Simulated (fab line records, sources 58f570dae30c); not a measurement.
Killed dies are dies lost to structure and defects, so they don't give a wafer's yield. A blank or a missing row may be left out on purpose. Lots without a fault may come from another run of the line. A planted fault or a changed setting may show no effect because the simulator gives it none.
Split-lot experiment | flow berkeley_cmos170 | 5 lots, 23 wafers read, on a route of 331 steps

THE SPLIT
At UCB170_PWELL_CVD_05 (deposits Si3N4 from SiH2Cl2/NH3, target thk 220 nm, time 3300 s), the setting time_s was moved away from the recipe's 3300 s on 15 of the 23 wafers read, by -14.6% to +6.4%. The other wafers ran this setting at the recipe's value.

FROM THE SPLIT TO THE READING: what the file shows between them, 4 steps
- UCB170_PWELL_THK_MEAS_06
- UCB170_PWELL_HMDS_07: prime time 60 s
- UCB170_PWELL_COAT_08: resist thk 900 nm
- UCB170_PWELL_DEVELOP_12: develop time 45 s

THE READING
oes_product_au, in a.u., at UCB170_PWELL_ETCH_14 (etches Si3N4 in CH3F/Ar/O2, stops on SiO2, target depth 242 nm, time 151 s). Fault-free wafers of this fab line usually give 0.940 a.u., standard deviation 0.014 a.u..

wafer  | tool, chamber at the split | time_s as run, s | against the recipe | oes_product_au, a.u. | against lot-mates on the recipe
L074.1 | lpcvd-02, 0                | 3300             | recipe             | 0.926                | -
L074.2 | lpcvd-02, 0                | 3300             | recipe             | 0.924                | -
L074.4 | lpcvd-02, 0                | 3300             | recipe             | 0.955                | -
L075.1 | -, -                       | 3300             | recipe             | 0.931                | -
L075.3 | -, -                       | 3300             | recipe             | 0.955                | -
L075.4 | -, -                       | 3300             | recipe             | 0.920                | -
L075.5 | -, -                       | 3300             | recipe             | 0.916                | -
L075.6 | -, -                       | 3300             | recipe             | 0.941                | -
L078.1 | -, -                       | 2818             | -14.6%             | 0.860                | no lot-mate on the recipe
L078.3 | -, -                       | 2818             | -14.6%             | 0.875                | no lot-mate on the recipe
L078.4 | -, -                       | 2818             | -14.6%             | 0.879                | no lot-mate on the recipe
L078.5 | -, -                       | 2818             | -14.6%             | 0.862                | no lot-mate on the recipe
L078.6 | -, -                       | 2818             | -14.6%             | 0.868                | no lot-mate on the recipe
L077.2 | -, -                       | 3008             | -8.8%              | 0.872                | no lot-mate on the recipe
L077.3 | -, -                       | 3008             | -8.8%              | 0.913                | no lot-mate on the recipe
L077.4 | -, -                       | 3008             | -8.8%              | 0.889                | no lot-mate on the recipe
L077.5 | -, -                       | 3008             | -8.8%              | 0.879                | no lot-mate on the recipe
L077.6 | -, -                       | 3008             | -8.8%              | 0.876                | no lot-mate on the recipe
L081.1 | -, -                       | 3512             | +6.4%              | 0.974                | no lot-mate on the recipe
L081.3 | -, -                       | 3512             | +6.4%              | 0.978                | no lot-mate on the recipe
L081.4 | -, -                       | 3512             | +6.4%              | 0.965                | no lot-mate on the recipe
L081.5 | -, -                       | 3512             | +6.4%              | 0.985                | no lot-mate on the recipe
L081.6 | -, -                       | 3512             | +6.4%              | 0.973                | no lot-mate on the recipe

THE FIT
A straight line over all 23 wafers: oes_product_au changes by +0.00508 a.u. for each +1% of time_s; r = +0.95; the points scatter about the line by 0.013 a.u..
Too few moved wafers have a lot-mate on the recipe to fit a line with each lot's own level taken away.

THE WHOLE CHAIN: every reading that the file lists as answering this split, in the file's order
step                     | what it does                                                               | reading                                                                       | change (the file's fit)                   | r (the file's)
UCB170_PWELL_CVD_05      | deposits Si3N4 from SiH2Cl2/NH3, target thk 220 nm, time 3300 s            | Si3N4_of_PWELL_CVD_05.thk_nm (the simulator's own value, which no gauge read) | +1.95 nm for each +1% of the setting      | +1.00
UCB170_PWELL_THK_MEAS_06 |                                                                            | PWELL_NITRIDE_THK                                                             | +1.96 for each +1% of the setting         | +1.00
UCB170_PWELL_ETCH_14     | etches Si3N4 in CH3F/Ar/O2, stops on SiO2, target depth 242 nm, time 151 s | oes_product_au                                                                | +0.00508 a.u. for each +1% of the setting | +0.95
UCB170_PWELL_ETCH_14     | etches Si3N4 in CH3F/Ar/O2, stops on SiO2, target depth 242 nm, time 151 s | etch.depth_nm (the simulator's own value, which no gauge read)                | +1.98 nm for each +1% of the setting      | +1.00

THE FILE'S OWN FIT
oes_product_au changes by +0.00508 a.u. for each +1% of time_s, r = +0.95.
